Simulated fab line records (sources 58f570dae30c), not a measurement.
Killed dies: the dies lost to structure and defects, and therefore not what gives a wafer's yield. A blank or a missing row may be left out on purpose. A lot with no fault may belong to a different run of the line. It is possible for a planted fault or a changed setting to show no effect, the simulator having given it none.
fab line records ; flow berkeleyCmos170 ; part 1 of 2: steps 1 to 26 of 35
[record] lots = 5; wafers = 15; lastDay = 11
route steps=331 shown NSD@207 PLDD@208 NLDD@209 SILICIDE@210 CONTACT@216 M1@238
lots that met no fault: taken from a fault-free run of the same line
startH: the number of hours between the record's first day and the start of the first shown wafer of the lot ; waitH: hours from the lot's prior step to this one ; " repeats the value in the row above ; L1.1+2: several wafers, shown together as one row ; - value missing, or start not given ; * or withheld: withheld ; < > ~ a bound
route shown NAME@n: a module of which the file shows steps, and the number in the route of the first ; usual: mean/standard deviation taken from wafers without a fault ; same: alike in all rows ; chamber/n: place in a boat ; sites: per-site readings ; _std_site: their standard deviation ; _edge_site: the outer-site mean with the inner-site mean subtracted ; radiusMm: for every site, how far away it sits from the centre of the wafer ; mask NAME#n: copy n ; behind: the last tool/chamber to shape the wafer ; hold: the reason the lot was held/the length of the hold in hours/how it ended ; device: names the non-switching transistor (n, p or np) ; end of line: at the end of the route, the tests of the same wafers ; for a step that has no rows: nothing shown but its recipe ; killed: the dies lost at the first sort to structure and to defects; this is not the yield of the wafer ; map: a wafer's dies, marking killed ones x, the rest . and places with no die _
set.NAME: setting as actually run; set.NAME@STEP: the setting as run at that earlier step ; model.NAME: the simulator's own value behind a step, which no gauge read
lots at some steps of the route; a table a step, a row a wafer
services: a tool's chamber out of use, with start hour (startH, from the record's first day; less than 0 if before it), hours out, and reason
[[steps]]
[step UCB170_SDANNEAL_RS_MEAS_03]
[recipe] thkMeasGauge = four-point-probe
[usual] NSD_RS = 37.28/0.093
lot.wafer;tool;chamber;startH;waitH;NSD_RS[ohm/sq]
L074.1;filmMetro-02;-;163.10;0.1;37.18
L074.4;filmMetro-02;-;163.10;0.1;37.29
L074.6;filmMetro-02;-;163.10;0.1;37.24
L075.1;filmMetro-04;-;169.19;0.1;37.22
L075.2;filmMetro-04;-;169.19;0.1;37.23
L075.4;filmMetro-04;-;169.19;0.1;37.12
L079.2;filmMetro-02;-;192.12;0.1;37.20
L079.4;filmMetro-02;-;192.12;0.1;37.32
L079.5;filmMetro-02;-;192.12;0.1;37.31
L087.1;filmMetro-04;-;233.26;0.1;37.17
L087.2;filmMetro-04;-;233.26;0.1;37.09
L087.4;filmMetro-04;-;233.26;0.1;37.10
L088.2;filmMetro-02;-;233.31;0.1;37.28
L088.5;filmMetro-02;-;233.31;0.1;37.36
L088.6;filmMetro-02;-;233.31;0.1;37.38
[step UCB170_SDANNEAL_RS_MEAS_04]
[recipe] thkMeasGauge = four-point-probe
[usual] PLDD_RS = 1031.8/2.8
lot.wafer;tool;chamber;startH;waitH;PLDD_RS[ohm/sq]
L074.1;filmMetro-02;-;163.22;0.1;1032.8
L074.4;filmMetro-02;-;163.22;0.1;1034.1
L074.6;filmMetro-02;-;163.22;0.1;1033.0
L075.1;filmMetro-04;-;169.31;0.1;1029.4
L075.2;filmMetro-04;-;169.31;0.1;1035.2
L075.4;filmMetro-04;-;169.31;0.1;1031.4
L079.2;filmMetro-02;-;192.24;0.1;1035.9
L079.4;filmMetro-02;-;192.24;0.1;1031.9
L079.5;filmMetro-02;-;192.24;0.1;1034.0
L087.1;filmMetro-04;-;233.38;0.1;1033.8
L087.2;filmMetro-04;-;233.38;0.1;1030.8
L087.4;filmMetro-04;-;233.38;0.1;1031.7
L088.2;filmMetro-02;-;233.43;0.1;1036.9
L088.5;filmMetro-02;-;233.43;0.1;1035.2
L088.6;filmMetro-02;-;233.43;0.1;1038.8
[step UCB170_SDANNEAL_RS_MEAS_05]
[recipe] thkMeasGauge = four-point-probe
[usual] NLDD_RS = 616.9/1.5
lot.wafer;tool;chamber;startH;waitH;NLDD_RS[ohm/sq]
L074.1;filmMetro-02;-;163.34;0.1;617.5
L074.4;filmMetro-02;-;163.34;0.1;617.4
L074.6;filmMetro-02;-;163.34;0.1;617.0
L075.1;filmMetro-04;-;169.43;0.1;616.9
L075.2;filmMetro-04;-;169.43;0.1;617.3
L075.4;filmMetro-04;-;169.43;0.1;617.6
L079.2;filmMetro-02;-;192.36;0.1;617.8
L079.4;filmMetro-02;-;192.36;0.1;618.4
L079.5;filmMetro-02;-;192.36;0.1;617.3
L087.1;filmMetro-04;-;233.50;0.1;614.6
L087.2;filmMetro-04;-;233.50;0.1;616.3
L087.4;filmMetro-04;-;233.50;0.1;614.2
L088.2;filmMetro-02;-;233.55;0.1;619.7
L088.5;filmMetro-02;-;233.55;0.1;618.3
L088.6;filmMetro-02;-;233.55;0.1;619.7
[step UCB170_SILICIDE_PRE_CLEAN_00]
[recipe] gas = Ar; precleanEtchTimeS = 60
lot.wafer;tool;chamber;startH;waitH
L074.1+4+6;pvdSputter-04;-;163.46;0.1
L075.1+2+4;pvdSputter-03;-;169.55;0.1
L079.2+4+5;pvdSputter-03;-;192.46;0.1
L087.1+2+4;pvdSputter-03;-;233.62;0.1
L088.2+5+6;pvdSputter-04;-;233.65;0.1
[step UCB170_SILICIDE_SPUTTER_01]
[recipe] material = Ti; targetThkNm = 30; timeS = 25.89; powerW = 1500; chamberPressurePa = 0.5
[usual] throttleValvePct = 30.1/0.9
lot.wafer;tool;chamber;startH;waitH;throttleValvePct
L074.1;pvdSputter-04;-;163.53;0.0;29.6
L074.4;pvdSputter-04;-;163.53;0.0;30.4
L074.6;pvdSputter-04;-;163.53;0.0;29.7
L075.1;pvdSputter-03;-;169.61;0.0;28.9
L075.2;pvdSputter-03;-;169.61;0.0;32.3
L075.4;pvdSputter-03;-;169.61;0.0;30.1
L079.2;pvdSputter-03;-;192.53;0.0;32.5
L079.4;pvdSputter-03;-;192.53;0.0;30.0
L079.5;pvdSputter-03;-;192.53;0.0;29.6
L087.1;pvdSputter-03;-;233.68;0.0;29.7
L087.2;pvdSputter-03;-;233.68;0.0;30.0
L087.4;pvdSputter-03;-;233.68;0.0;32.3
L088.2;pvdSputter-04;-;233.72;0.0;30.0
L088.5;pvdSputter-04;-;233.72;0.0;30.4
L088.6;pvdSputter-04;-;233.72;0.0;29.0
[step UCB170_SILICIDE_RS_MEAS_02]
[recipe] thkMeasGauge = four-point-probe; reads = Ti_of_SILICIDE_SPUTTER_01
[usual] SILICIDE_TI_RS = 25.0/0.34
lot.wafer;tool;chamber;startH;waitH;SILICIDE_TI_RS[ohm/sq]
L074.1;filmMetro-01;-;163.56;0.0;24.5
L074.4;filmMetro-01;-;163.56;0.0;24.1
L074.6;filmMetro-01;-;163.56;0.0;24.8
L075.1;filmMetro-04;-;169.64;0.0;25.3
L075.2;filmMetro-04;-;169.64;0.0;25.3
L075.4;filmMetro-04;-;169.64;0.0;25.4
L079.2;filmMetro-01;-;192.58;0.0;24.6
L079.4;filmMetro-01;-;192.58;0.0;24.8
L079.5;filmMetro-01;-;192.58;0.0;24.7
L087.1;filmMetro-01;-;233.71;0.0;24.9
L087.2;filmMetro-01;-;233.71;0.0;24.9
L087.4;filmMetro-01;-;233.71;0.0;24.8
L088.2;filmMetro-04;-;233.77;0.0;24.4
L088.5;filmMetro-04;-;233.77;0.0;24.4
L088.6;filmMetro-04;-;233.77;0.0;24.7
[step UCB170_SILICIDE_THK_MEAS_03]
[recipe] thkMeasGauge = xrf; reads = Ti_of_SILICIDE_SPUTTER_01
[usual] SILICIDE_TI_THK = 31.1/0.36
lot.wafer;tool;chamber;startH;waitH;SILICIDE_TI_THK[nm]
L074.1;filmMetro-01;-;163.68;0.1;31.7
L074.4;filmMetro-01;-;163.68;0.1;32.1
L074.6;filmMetro-01;-;163.68;0.1;31.3
L075.1;filmMetro-04;-;169.76;0.1;30.6
L075.2;filmMetro-04;-;169.76;0.1;30.5
L075.4;filmMetro-04;-;169.76;0.1;30.6
L079.2;filmMetro-01;-;192.69;0.1;31.7
L079.4;filmMetro-01;-;192.69;0.1;31.4
L079.5;filmMetro-01;-;192.69;0.1;31.4
L087.1;filmMetro-01;-;233.83;0.1;31.4
L087.2;filmMetro-01;-;233.83;0.1;31.2
L087.4;filmMetro-01;-;233.83;0.1;31.4
L088.2;filmMetro-04;-;233.88;0.1;31.7
L088.5;filmMetro-04;-;233.88;0.1;31.5
L088.6;filmMetro-04;-;233.88;0.1;31.4
[step UCB170_SILICIDE_RTA_04]
[recipe] tempC = 650; timeS = 15; ambient = N2
[usual] lampPowerPct = 10.0/0.91; wafer_temp_C_max = 653.6/1.6
lot.wafer;tool;chamber;startH;waitH;lampPowerPct;wafer_temp_C_max
L074.1;rtpAnneal-02;0;163.74;0.1;9.2;656.4
L074.4;rtpAnneal-02;0;163.74;0.1;9.2;655.1
L074.6;rtpAnneal-02;0;163.74;0.1;9.2;654.9
L075.1;rtpAnneal-01;0;169.82;0.1;11.0;652.0
L075.2;rtpAnneal-01;0;169.82;0.1;11.0;652.5
L075.4;rtpAnneal-01;0;169.82;0.1;11.0;652.5
L079.2;rtpAnneal-02;0;192.75;0.1;9.2;655.3
L079.4;rtpAnneal-02;0;192.75;0.1;9.2;653.5
L079.5;rtpAnneal-02;0;192.75;0.1;9.2;655.7
L087.1;rtpAnneal-02;0;233.89;0.1;9.2;656.0
L087.2;rtpAnneal-02;0;233.89;0.1;9.2;655.6
L087.4;rtpAnneal-02;0;233.89;0.1;9.2;655.9
L088.2;rtpAnneal-01;0;233.94;0.1;11.0;651.9
L088.5;rtpAnneal-01;0;233.94;0.1;11.0;652.5
L088.6;rtpAnneal-01;0;233.94;0.1;11.0;652.5
[step UCB170_SILICIDE_WET_ETCH_05]
[recipe] chemistry = SPM; timeS = 45; tempC = 120; target = Ti
lot.wafer;tool;chamber;startH;waitH
L074.1+4+6;wetBench-04;3;163.81;0.1
L075.1+2+4;wetBench-04;0;169.90;0.1
L079.2+4+5;wetBench-02;2;192.81;0.1
L087.1+2+4;wetBench-04;0;233.97;0.1
L088.2+5+6;wetBench-02;0;234.01;0.1
[step UCB170_CONTACT_CLEAN_00]
[recipe] chemistry = SPM; tempC = 120; timeS = 600
lot.wafer;tool;chamber;startH;waitH
L074.1+4+6;wetBench-04;2;163.83;0.0
L075.1+2+4;wetBench-01;2;169.92;0.0
L079.2+4+5;wetBench-04;1;192.84;0.0
L087.1+2+4;wetBench-04;2;233.99;0.0
L088.2+5+6;wetBench-02;0;234.03;0.0
[step UCB170_CONTACT_CVD_01]
[recipe] material = PSG; targetThkNm = 700; tempC = 450; precursor = SiH4/O2/PH3; timeS = 2820; pressureMtorr = 300; sih4FlowSccm = 60; o2FlowSccm = 90; ph3FlowSccm = 25
[usual] spikeTcSourceC = 467.6/2.2; zonePowerSourcePct = 7.4/0.45
lot.wafer;tool;chamber;startH;waitH;spikeTcSourceC;zonePowerSourcePct
L074.1;lpcvd-01;0;164.01;0.0;463.8;8.2
L074.4;lpcvd-01;0;164.01;0.0;461.5;8.2
L074.6;lpcvd-01;0;164.01;0.0;464.4;8.3
L075.1;lpcvd-01;1;171.18;1.0;469.3;7.3
L075.2;lpcvd-01;1;171.18;1.0;468.5;7.5
L075.4;lpcvd-01;1;171.18;1.0;468.2;7.4
L079.2;lpcvd-02;0;194.36;1.3;469.0;7.4
L079.4;lpcvd-02;0;194.36;1.3;467.4;7.5
L079.5;lpcvd-02;0;194.36;1.3;468.6;7.3
L087.1;lpcvd-02;0;234.18;0.0;469.8;7.3
L087.2;lpcvd-02;0;234.18;0.0;469.6;7.4
L087.4;lpcvd-02;0;234.18;0.0;469.5;7.4
L088.2;lpcvd-01;0;234.20;0.0;462.4;8.2
L088.5;lpcvd-01;0;234.20;0.0;464.2;8.2
L088.6;lpcvd-01;0;234.20;0.0;464.8;8.2
[step UCB170_CONTACT_THK_MEAS_02]
[recipe] reads = PSG_of_CONTACT_CVD_01
[usual] CONTACT_PSG_THK = 703/5.9
lot.wafer;tool;chamber;startH;waitH;CONTACT_PSG_THK[nm]
L074.1;filmMetro-03;-;165.79;0.0;708
L074.4;filmMetro-03;-;165.79;0.0;708
L074.6;filmMetro-03;-;165.79;0.0;700
L075.1;filmMetro-03;-;172.96;0.0;704
L075.2;filmMetro-03;-;172.96;0.0;701
L075.4;filmMetro-03;-;172.96;0.0;704
L079.2;filmMetro-01;-;196.15;0.0;705
L079.4;filmMetro-01;-;196.15;0.0;697
L079.5;filmMetro-01;-;196.15;0.0;709
L087.1;filmMetro-03;-;235.96;0.0;701
L087.2;filmMetro-03;-;235.96;0.0;697
L087.4;filmMetro-03;-;235.96;0.0;698
L088.2;filmMetro-02;-;236.00;0.0;701
L088.5;filmMetro-02;-;236.00;0.0;705
L088.6;filmMetro-02;-;236.00;0.0;706
[step UCB170_CONTACT_HMDS_03]
[recipe] primeTimeS = 60; primeTempC = 100
[usual] exhaustPa = 45.0/0.93
lot.wafer;tool;chamber;startH;waitH;exhaustPa
L074.1;lithoTrack-01;0;166.00;0.2;45.3
L074.4;lithoTrack-01;0;166.00;0.2;46.0
L074.6;lithoTrack-01;0;166.00;0.2;46.0
L075.1;lithoTrack-02;0;173.72;0.8;45.7
L075.2;lithoTrack-02;0;173.72;0.8;44.1
L075.4;lithoTrack-02;0;173.72;0.8;44.9
L079.2;lithoTrack-02;0;196.23;0.1;44.5
L079.4;lithoTrack-02;0;196.23;0.1;45.4
L079.5;lithoTrack-02;0;196.23;0.1;44.4
L087.1;lithoTrack-01;0;236.02;0.1;44.6
L087.2;lithoTrack-01;0;236.02;0.1;43.3
L087.4;lithoTrack-01;0;236.02;0.1;43.5
L088.2;lithoTrack-02;0;236.07;0.1;46.1
L088.5;lithoTrack-02;0;236.07;0.1;46.3
L088.6;lithoTrack-02;0;236.07;0.1;44.3
[step UCB170_CONTACT_COAT_04]
[recipe] resist = KrF; spinRpm = 1500; resistThkNm = 900
[usual] exhaustPa = 45.1/0.87
lot.wafer;tool;chamber;startH;waitH;exhaustPa
L074.1;lithoTrack-01;0;166.15;0.1;45.1
L074.4;lithoTrack-01;0;166.15;0.1;45.2
L074.6;lithoTrack-01;0;166.15;0.1;44.2
L075.1;lithoTrack-02;0;173.87;0.1;44.8
L075.2;lithoTrack-02;0;173.87;0.1;44.7
L075.4;lithoTrack-02;0;173.87;0.1;45.4
L079.2;lithoTrack-02;0;196.38;0.1;45.8
L079.4;lithoTrack-02;0;196.38;0.1;45.9
L079.5;lithoTrack-02;0;196.38;0.1;44.9
L087.1;lithoTrack-01;0;236.17;0.1;45.8
L087.2;lithoTrack-01;0;236.17;0.1;44.0
L087.4;lithoTrack-01;0;236.17;0.1;46.1
L088.2;lithoTrack-02;0;236.22;0.1;43.9
L088.5;lithoTrack-02;0;236.22;0.1;43.7
L088.6;lithoTrack-02;0;236.22;0.1;43.5
[step UCB170_CONTACT_SOFTBAKE_05]
[recipe] resist = KrF; tempC = 130; timeS = 60
[usual] exhaustPa = 45.1/1; heaterPowerTotalW = 56.81/0.047
lot.wafer;tool;chamber;startH;waitH;exhaustPa;heaterPowerTotalW
L074.1;lithoTrack-01;0;166.30;0.1;45.6;56.77
L074.4;lithoTrack-01;0;166.30;0.1;46.2;56.85
L074.6;lithoTrack-01;0;166.30;0.1;45.6;56.83
L075.1;lithoTrack-02;0;174.02;0.1;44.4;56.90
L075.2;lithoTrack-02;0;174.02;0.1;45.8;56.85
L075.4;lithoTrack-02;0;174.02;0.1;45.7;56.87
L079.2;lithoTrack-02;0;196.53;0.1;45.5;56.76
L079.4;lithoTrack-02;0;196.53;0.1;45.7;56.77
L079.5;lithoTrack-02;0;196.53;0.1;45.6;56.88
L087.1;lithoTrack-01;0;236.32;0.1;45.5;56.83
L087.2;lithoTrack-01;0;236.32;0.1;46.3;56.77
L087.4;lithoTrack-01;0;236.32;0.1;46.0;56.83
L088.2;lithoTrack-02;0;236.37;0.1;44.5;56.78
L088.5;lithoTrack-02;0;236.37;0.1;47.0;56.90
L088.6;lithoTrack-02;0;236.37;0.1;44.6;56.82
[step UCB170_CONTACT_STRIP_06]
[recipe] chemistry = O2; powerW = 400; pressureMtorr = 3500; platenTempC = withheld; o2FlowSccm = 400; overashFraction = 0.5
[usual] drypumpMotorCurrentA = 6.1/0.46; oesProductAu = 0.735/0.0047; stripTimeToEndpointS = 21.96/0.068
[same] overashFraction = 0.5
lot.wafer;tool;chamber;startH;waitH;drypumpMotorCurrentA;oesProductAu;rfHoursCounterH;stripTimeToEndpointS
L074.1;plasmaAsher-04;0;166.45;0.1;6.1;0.743;45;21.97
L074.4;plasmaAsher-04;0;166.45;0.1;6.2;0.731;-;21.97
L074.6;plasmaAsher-04;0;166.45;0.1;6.2;0.731;-;21.92
L075.1;plasmaAsher-04;1;174.17;0.1;5.3;0.738;46;21.89
L075.2;plasmaAsher-04;0;174.17;0.1;6.1;0.734;46;21.95
L075.4;plasmaAsher-04;1;174.17;0.1;5.3;0.741;-;22.03
L079.2;plasmaAsher-01;1;196.65;0.1;6.0;0.741;49;21.92
L079.4;plasmaAsher-01;1;196.65;0.1;6.0;0.743;-;21.94
L079.5;plasmaAsher-01;1;196.65;0.1;6.0;0.738;-;21.97
L087.1;plasmaAsher-04;1;236.47;0.1;5.3;0.744;53;21.93
L087.2;plasmaAsher-04;0;236.47;0.1;6.1;0.734;53;21.89
L087.4;plasmaAsher-04;0;236.47;0.1;6.2;0.740;-;21.88
L088.2;plasmaAsher-02;0;236.50;0.1;5.6;0.736;46;22.02
L088.5;plasmaAsher-02;1;236.50;0.1;6.6;0.737;-;22.02
L088.6;plasmaAsher-02;0;236.50;0.1;5.7;0.732;-;22.02
[step UCB170_CONTACT_CLEAN_07]
[recipe] chemistry = SPM; tempC = 120; timeS = 600
lot.wafer;tool;chamber;startH;waitH
L074.1+4+6;wetBench-04;1;166.55;0.1
L075.1+2+4;wetBench-04;0;174.27;0.1
L079.2+4+5;wetBench-02;2;197.69;1.0
L087.1+2+4;wetBench-04;1;236.57;0.1
L088.2+5+6;wetBench-02;0;236.60;0.1
[step UCB170_CONTACT_RTA_08]
[recipe] tempC = 900; timeS = 10; ambient = N2
[usual] lampPowerPct = 23.2/2.1; wafer_temp_C_max = 905.2/2.3
lot.wafer;tool;chamber;startH;waitH;lampPowerPct;wafer_temp_C_max
L074.1;rtpAnneal-02;0;166.72;0.0;21.4;909.4
L074.4;rtpAnneal-02;0;166.72;0.0;21.5;910.0
L074.6;rtpAnneal-02;0;166.72;0.0;21.5;906.4
L075.1;rtpAnneal-02;0;174.45;0.0;21.5;905.9
L075.2;rtpAnneal-02;0;174.45;0.0;21.4;908.5
L075.4;rtpAnneal-02;0;174.45;0.0;21.5;907.5
L079.2;rtpAnneal-01;0;197.89;0.0;25.8;905.7
L079.4;rtpAnneal-01;0;197.89;0.0;25.7;903.5
L079.5;rtpAnneal-01;0;197.89;0.0;25.7;903.9
L087.1;rtpAnneal-01;0;236.77;0.0;25.7;902.8
L087.2;rtpAnneal-01;0;236.77;0.0;25.8;902.5
L087.4;rtpAnneal-01;0;236.77;0.0;25.7;902.1
L088.2;rtpAnneal-02;0;236.80;0.0;21.4;906.7
L088.5;rtpAnneal-02;0;236.80;0.0;21.5;904.9
L088.6;rtpAnneal-02;0;236.80;0.0;21.4;906.2
[step UCB170_CONTACT_COAT_09]
[recipe] resist = BARC; tempC = withheld; timeS = withheld; spinRpm = 3000; resistThkNm = withheld
[usual] exhaustPa = 45.2/0.94
lot.wafer;tool;chamber;startH;waitH;exhaustPa
L074.1;lithoTrack-01;0;166.90;0.2;45.6
L074.4;lithoTrack-01;0;166.90;0.2;45.8
L074.6;lithoTrack-01;0;166.90;0.2;44.9
L075.1;lithoTrack-02;0;174.62;0.2;45.4
L075.2;lithoTrack-02;0;174.62;0.2;46.5
L075.4;lithoTrack-02;0;174.62;0.2;45.5
L079.2;lithoTrack-01;0;197.97;0.1;46.1
L079.4;lithoTrack-01;0;197.97;0.1;45.6
L079.5;lithoTrack-01;0;197.97;0.1;46.4
L087.1;lithoTrack-03;0;236.83;0.1;45.6
L087.2;lithoTrack-03;0;236.83;0.1;46.2
L087.4;lithoTrack-03;0;236.83;0.1;47.0
L088.2;lithoTrack-01;0;236.88;0.1;45.4
L088.5;lithoTrack-01;0;236.88;0.1;44.9
L088.6;lithoTrack-01;0;236.88;0.1;44.5
[step UCB170_CONTACT_COAT_10]
[recipe] resist = KrF; spinRpm = 1500; resistThkNm = 900
[usual] exhaustPa = 44.9/0.93
lot.wafer;tool;chamber;startH;waitH;exhaustPa
L074.1;lithoTrack-01;0;-;-;43.9
L074.4;lithoTrack-01;0;-;-;45.1
L074.6;lithoTrack-01;0;-;-;44.7
L075.1;lithoTrack-02;0;-;-;45.1
L075.2;lithoTrack-02;0;-;-;46.3
L075.4;lithoTrack-02;0;-;-;45.2
L079.2;lithoTrack-01;0;-;-;45.9
L079.4;lithoTrack-01;0;-;-;45.7
L079.5;lithoTrack-01;0;-;-;47.5
L087.1;lithoTrack-03;0;-;-;44.8
L087.2;lithoTrack-03;0;-;-;44.9
L087.4;lithoTrack-03;0;-;-;43.9
L088.2;lithoTrack-01;0;-;-;45.0
L088.5;lithoTrack-01;0;-;-;44.4
L088.6;lithoTrack-01;0;-;-;42.9
[step UCB170_CONTACT_SOFTBAKE_11]
[recipe] resist = KrF; tempC = 130; timeS = 60
[usual] exhaustPa = 45.1/1; heaterPowerTotalW = 56.80/0.043
lot.wafer;tool;chamber;startH;waitH;exhaustPa;heaterPowerTotalW
L074.1;lithoTrack-01;0;-;-;45.5;56.74
L074.4;lithoTrack-01;0;-;-;46.3;56.81
L074.6;lithoTrack-01;0;-;-;46.4;56.81
L075.1;lithoTrack-02;0;-;-;45.7;56.81
L075.2;lithoTrack-02;0;-;-;44.8;56.76
L075.4;lithoTrack-02;0;-;-;46.0;56.77
L079.2;lithoTrack-01;0;-;-;44.8;56.77
L079.4;lithoTrack-01;0;-;-;44.5;56.78
L079.5;lithoTrack-01;0;-;-;44.2;56.80
L087.1;lithoTrack-03;0;-;-;45.7;56.78
L087.2;lithoTrack-03;0;-;-;43.8;56.76
L087.4;lithoTrack-03;0;-;-;46.8;56.74
L088.2;lithoTrack-01;0;-;-;45.7;56.87
L088.5;lithoTrack-01;0;-;-;44.9;56.67
L088.6;lithoTrack-01;0;-;-;44.9;56.77
[step UCB170_CONTACT_EXPOSE_12]
[recipe] maskId = CONT; targetCdNm = 700; na = 0.5; sigmaOuter = 0.6; sourceShape = conventional; doseMj = 35
[usual] reticleTempC = 23.01/0.1
[same] sigmaOuter = 0.6
lot.wafer;tool;chamber;startH;waitH;mask;reticleTempC
L074.1;krfScanner-02;0;167.47;-;CONT#0;23.05
L074.4;krfScanner-02;0;167.47;-;CONT#0;22.99
L074.6;krfScanner-02;0;167.47;-;CONT#0;23.05
L075.1;krfScanner-02;0;175.20;-;CONT#0;22.97
L075.2;krfScanner-02;0;175.20;-;CONT#0;23.04
L075.4;krfScanner-02;0;175.20;-;CONT#0;23.24
L079.2;krfScanner-01;0;-;-;CONT#0;22.95
L079.4;krfScanner-01;0;-;-;CONT#0;22.92
L079.5;krfScanner-01;0;-;-;CONT#0;22.91
L087.1;krfScanner-02;0;237.28;-;CONT#0;23.13
L087.2;krfScanner-02;0;237.28;-;CONT#0;22.81
L087.4;krfScanner-02;0;237.28;-;CONT#0;23.09
L088.2;krfScanner-01;0;237.54;-;CONT#0;22.87
L088.5;krfScanner-01;0;237.54;-;CONT#0;22.82
L088.6;krfScanner-01;0;237.54;-;CONT#0;22.98
[step UCB170_CONTACT_PEB_13]
[recipe] pebTempC = 130; pebTimeS = withheld; resist = KrF
[usual] exhaustPa = 45.2/1.1; heaterPowerTotalW = 56.80/0.043
lot.wafer;tool;chamber;startH;waitH;exhaustPa;heaterPowerTotalW
L074.1;lithoTrack-01;0;167.59;0.1;46.4;56.81
L074.4;lithoTrack-01;0;167.59;0.1;46.4;56.79
L074.6;lithoTrack-01;0;167.59;0.1;47.4;56.82
L075.1;lithoTrack-03;0;175.56;0.3;44.2;56.81
L075.2;lithoTrack-03;0;175.56;0.3;44.2;56.81
L075.4;lithoTrack-03;0;175.56;0.3;45.3;56.86
L079.2;lithoTrack-01;0;-;-;47.6;56.79
L079.4;lithoTrack-01;0;-;-;45.1;56.80
L079.5;lithoTrack-01;0;-;-;46.6;56.83
L087.1;lithoTrack-02;0;237.40;0.1;43.9;56.86
L087.2;lithoTrack-02;0;237.40;0.1;44.0;56.82
L087.4;lithoTrack-02;0;237.40;0.1;43.2;56.85
L088.2;lithoTrack-03;0;237.67;0.1;45.5;56.72
L088.5;lithoTrack-03;0;237.67;0.1;45.2;56.82
L088.6;lithoTrack-03;0;237.67;0.1;47.2;56.86
[step UCB170_CONTACT_DEVELOP_14]
[recipe] developer = TMAH; developTimeS = 45; resist = KrF; devTempC = 21
[usual] exhaustPa = 45.1/0.8
lot.wafer;tool;chamber;startH;waitH;exhaustPa
L074.1;lithoTrack-01;0;-;-;45.0
L074.4;lithoTrack-01;0;-;-;45.7
L074.6;lithoTrack-01;0;-;-;46.8
L075.1;lithoTrack-03;0;-;-;45.8
L075.2;lithoTrack-03;0;-;-;45.7
L075.4;lithoTrack-03;0;-;-;45.2
L079.2;lithoTrack-01;0;-;-;45.1
L079.4;lithoTrack-01;0;-;-;43.8
L079.5;lithoTrack-01;0;-;-;45.5
L087.1;lithoTrack-02;0;-;-;45.8
L087.2;lithoTrack-02;0;-;-;44.3
L087.4;lithoTrack-02;0;-;-;44.8
L088.2;lithoTrack-03;0;-;-;44.8
L088.5;lithoTrack-03;0;-;-;43.6
L088.6;lithoTrack-03;0;-;-;45.0
[step UCB170_CONTACT_CD_MEAS_15]
[recipe] targetCdNm = 700
[usual] cdNm = 700.2/1.3
lot.wafer;tool;chamber;startH;waitH;cdNm
L074.1;cdSem-02;-;167.86;-;700.4
L074.4;cdSem-02;-;167.86;-;699.7
L074.6;cdSem-02;-;167.86;-;700.5
L075.1;cdSem-02;-;175.83;-;699.3
L075.2;cdSem-02;-;175.83;-;697.5
L075.4;cdSem-02;-;175.83;-;698.3
L079.2;cdSem-02;-;200.04;-;701.6
L079.4;cdSem-02;-;200.04;-;699.8
L079.5;cdSem-02;-;200.04;-;701.1
L087.1;cdSem-01;-;237.67;-;697.3
L087.2;cdSem-01;-;237.67;-;697.7
L087.4;cdSem-01;-;237.67;-;699.3
L088.2;cdSem-02;-;237.94;-;701.5
L088.5;cdSem-02;-;237.94;-;701.6
L088.6;cdSem-02;-;237.94;-;700.7
[step UCB170_CONTACT_OVL_MEAS_16]
[usual] CONTACT_OVL = 0/4.3
lot.wafer;tool;chamber;startH;waitH;CONTACT_OVL[nm]
L074.1;overlay-02;-;167.98;0.1;2
L074.4;overlay-02;-;167.98;0.1;1
L074.6;overlay-02;-;167.98;0.1;-2
L075.1;overlay-01;-;175.95;0.1;1
L075.2;overlay-01;-;175.95;0.1;1
L075.4;overlay-01;-;175.95;0.1;4
L079.2;overlay-01;-;200.15;0.1;4
L079.4;overlay-01;-;200.15;0.1;3
L079.5;overlay-01;-;200.15;0.1;-1
L087.1;overlay-02;-;237.79;0.1;0
L087.2;overlay-02;-;237.79;0.1;2
L087.4;overlay-02;-;237.79;0.1;-2
L088.2;overlay-01;-;238.04;0.1;4
L088.5;overlay-01;-;238.04;0.1;8
L088.6;overlay-01;-;238.04;0.1;-2
